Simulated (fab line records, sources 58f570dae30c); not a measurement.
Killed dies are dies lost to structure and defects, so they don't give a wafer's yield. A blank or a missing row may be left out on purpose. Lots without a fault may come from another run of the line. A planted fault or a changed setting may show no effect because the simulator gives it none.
A struck lot beside a sound one | flow berkeley_cmos170 | 14 steps out of a route of 331
Sound: wafers L617.2, L617.5, L617.6. Struck: wafers L621.2, L621.3, L621.4. The cause comes at the end.
At each step with rows: each side's tool, then ch and its chambers, then its first start. Under that, the readings that differ: sound wafers | struck wafers | difference of the means | sigmas: that difference in standard deviations of wafers without a fault.
alike: readings whose means differ by less than 2 such deviations, and words and numbers that are the same on both sides. not compared: withheld readings, readings that some wafer has no value for, bounds like >300 that may hide the same value, and numbers for which the record gives no deviation and whose values overlap.
The two part at a step that has a row with sigmas, a row that says differs or no value, or rows on one side only. Numbers that don't overlap but have no deviation are shown without sigmas and don't part them. A reading that every wafer of one side lacks parts them only if that side has two wafers or more.

UCB170_PVT_STRIP_08: strips in O2.
  sound on plasma_asher-03 ch 0,1, day 7 23:14; struck on plasma_asher-03 ch 0,1, day 9 06:01
  alike: drypump_motor_current_A, oes_product_au, strip_time_to_endpoint_s
  not compared: rf_hours_counter_h
UCB170_PVT_TW_MEAS_09:
  sound on film_metro-01, day 7 23:21; struck on film_metro-04, day 9 06:08
  alike: PVT_TW
then, 1 step without rows for these wafers: UCB170_GATE_WET_ETCH_00 (etches SiO2 in dHF, time 200 s).
UCB170_FIELD_THK_MEAS_91:
  sound on film_metro-03, day 7 23:29; struck on film_metro-03, day 9 06:16
  alike: FIELD_OXIDE_LEFT_2_THK
then, 1 step without rows for these wafers: UCB170_GATE_OXIDATION_01 (target thk 6.6 nm, ox time 1800 s).
UCB170_GATE_THK_MEAS_02:
  sound on film_metro-03, day 8 08:25; struck on film_metro-04, day 9 12:55
  alike: GATE_OXIDE_THK
then, 2 steps without rows for these wafers: UCB170_GATE_ANNEAL_03 (time 1800 s); UCB170_GATE_CVD_04 (deposits poly-Si from SiH4, time 1440 s, target thk 214 nm).
UCB170_GATE_THK_MEAS_05:
  sound on film_metro-04, day 8 16:20; struck on film_metro-03, day 9 20:06
  reading            | sound             | struck            | difference | sigmas
  GATE_POLY_THK (nm) | 209.0 209.6 207.8 | 215.1 214.8 213.3 | +5.6       | +3
then, 3 steps without rows for these wafers: UCB170_GATE_COAT_06; UCB170_GATE_COAT_07 (resist thk 900 nm); UCB170_GATE_SOFTBAKE_08 (time 60 s).
UCB170_GATE_EXPOSE_09: exposes mask POLY, target cd 350 nm.
  sound on krf_scanner-01 ch 0, day 8 16:52; struck on krf_scanner-01, day 9 20:55
  no value came back on the struck wafers for exposure_dose_mJ_cm2, focus_offset_nm (nm), na, sigma_outer; on the sound wafers exposure_dose_mJ_cm2 reads 21.021 21.037 21.033
  alike: mask
then, 1 step without rows for these wafers: UCB170_GATE_PEB_10.

WHERE THEY PART
First at UCB170_GATE_THK_MEAS_05; last, within this record, at UCB170_GATE_EXPOSE_09.

WHY: what the simulator had put in
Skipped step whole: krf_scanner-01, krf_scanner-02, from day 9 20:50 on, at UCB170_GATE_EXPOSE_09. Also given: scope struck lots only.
